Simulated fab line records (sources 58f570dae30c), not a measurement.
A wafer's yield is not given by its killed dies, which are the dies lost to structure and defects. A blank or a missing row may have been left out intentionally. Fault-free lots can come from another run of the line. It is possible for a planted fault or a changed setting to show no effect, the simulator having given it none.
What tool caused it? | flow berkeleyCmos170 | 13 lots with 39 wafers sampled at 3 steps, on a route of 331 steps

## WHAT THE GAUGES READ, wafer by wafer
UCB170_START_BOW_MEAS_00.
lot  | measured    | on           | INCOMING_BOW (um)
L562 | day 1 10:00 | filmMetro-04 | 4 -8 -7
L563 | day 1 15:00 | filmMetro-02 | 10 -1 4
L564 | day 1 20:04 | filmMetro-02 | -4 -8 4
L565 | day 2 01:00 | filmMetro-02 | -6 -2 0
L568 | day 2 16:04 | filmMetro-02 | -2 -7 -3
L569 | day 2 21:00 | filmMetro-03 | -1 -1 9
L571 | day 3 07:00 | filmMetro-04 | -1 -16 7
L573 | day 3 17:04 | filmMetro-03 | -5 -2 -15
L574 | day 3 22:02 | filmMetro-04 | -6 5 -5
L578 | day 4 18:00 | filmMetro-03 | -7 9 -7
L583 | day 5 19:00 | filmMetro-02 | 8 0 6
L584 | day 6 00:00 | filmMetro-03 | 6 3 0
L585 | day 6 05:05 | filmMetro-03 | 6 -4 4

UCB170_ACTIVE_CD_MEAS_13: the cd target is 1200 nm.
lot  | measured    | on       | cdNm (nm)
L562 | day 4 04:43 | cdSem-02 | 1200.6 1201.8 1200.3
L563 | day 5 03:28 | cdSem-02 | 1200.2 1199.9 1200.1
L564 | day 5 03:22 | cdSem-01 | 1198.1 1198.3 1198.5
L565 | day 5 03:02 | cdSem-01 | 1201.3 1202.8 1202.7
L568 | day 5 15:38 | cdSem-01 | 1198.7 1198.5 1199.0
L569 | day 6 02:49 | cdSem-02 | 1201.8 1201.7 1200.4
L571 | day 6 03:22 | cdSem-02 | 1199.2 1200.4 1199.5
L573 | day 6 15:08 | cdSem-01 | 1198.8 1200.6 1201.5
L574 | day 7 05:35 | cdSem-02 | 1285.5 1285.6 1284.9 1285.3 1286.0 1285.2
L578 | day 7 22:42 | cdSem-02 | 1201.5 1202.2 1202.0
L583 | day 9 02:58 | cdSem-01 | 1198.6 1198.8 1198.3
L584 | day 9 03:11 | cdSem-01 | 1199.9 1200.6 1201.1
L585 | day 9 14:52 | cdSem-01 | 1199.7 1198.6 1201.3

## EACH LOT AND THE TOOL THAT RAN IT (in order: tool; ch and the chambers of the sampled wafers; start)
lot  | UCB170_ACTIVE_EXPOSE_10
L562 | krfScanner-02 ch 0, day 4 04:01
L563 | krfScanner-01 ch 0, day 5 02:55
L564 | krfScanner-02 ch 0, day 5 02:44
L565 | krfScanner-01 ch 0, day 5 02:26
L568 | krfScanner-02 ch 0, day 5 14:31
L569 | krfScanner-02 ch 0, day 6 02:05
L571 | krfScanner-02 ch 0, day 6 02:25
L573 | krfScanner-02 ch 0, day 6 14:14
L574 | krfScanner-02 ch 0, day 7 05:11
L578 | krfScanner-02 ch 0, day 7 22:09
L583 | krfScanner-02 ch 0, day 9 01:55
L584 | krfScanner-01 ch 0, day 9 02:19
L585 | krfScanner-02 ch 0, day 9 14:29
- UCB170_ACTIVE_EXPOSE_10: exposes mask ACTIVE, target cd 1200 nm.

## WHAT THE TOOLS THEMSELVES READ (means of the sampled wafers that have a number; where no wafer has one, the mark that the record gives instead)
The record holds no such reading with a usual standard deviation.

## THE ANSWER, worked out from the rows above alone
Rule: the lots themselves supply what counts as usual. Put in order of their means at a reading, lots are off if they are a third of the lots or fewer, leave a main group of 4 or more, and stand apart from it by a gap of 3 or more times the standard deviation of the main group's means; of several such gaps the widest counts. The tables above print the reading to a certain number of digits; a main group whose means all agree to those digits is not used. Also off: a lot with no number at a reading for which 4 or more lots have one. Where the step has rows for the other lots, those lots are counted as sound. The gauges are gone through in route order, then the tools' own readings, and for those a lot's mean is taken as printed above. At the first step where some lot is off, the reading lying furthest off is the one used; lots without a number count as furthest.
Off, at UCB170_ACTIVE_CD_MEAS_13 on cdNm: L574. For the main group the mean is 1200.2 nm and the standard deviation 1.2.
A tool fits if, at a process step before that reading, it ran every lot that is off, and no sound lot after the first of them. The gauges at UCB170_ACTIVE_CD_MEAS_13 are tried like those tools. Not one of the candidates tried fits.

## WHAT HAD BEEN PUT IN BY THE SIMULATOR
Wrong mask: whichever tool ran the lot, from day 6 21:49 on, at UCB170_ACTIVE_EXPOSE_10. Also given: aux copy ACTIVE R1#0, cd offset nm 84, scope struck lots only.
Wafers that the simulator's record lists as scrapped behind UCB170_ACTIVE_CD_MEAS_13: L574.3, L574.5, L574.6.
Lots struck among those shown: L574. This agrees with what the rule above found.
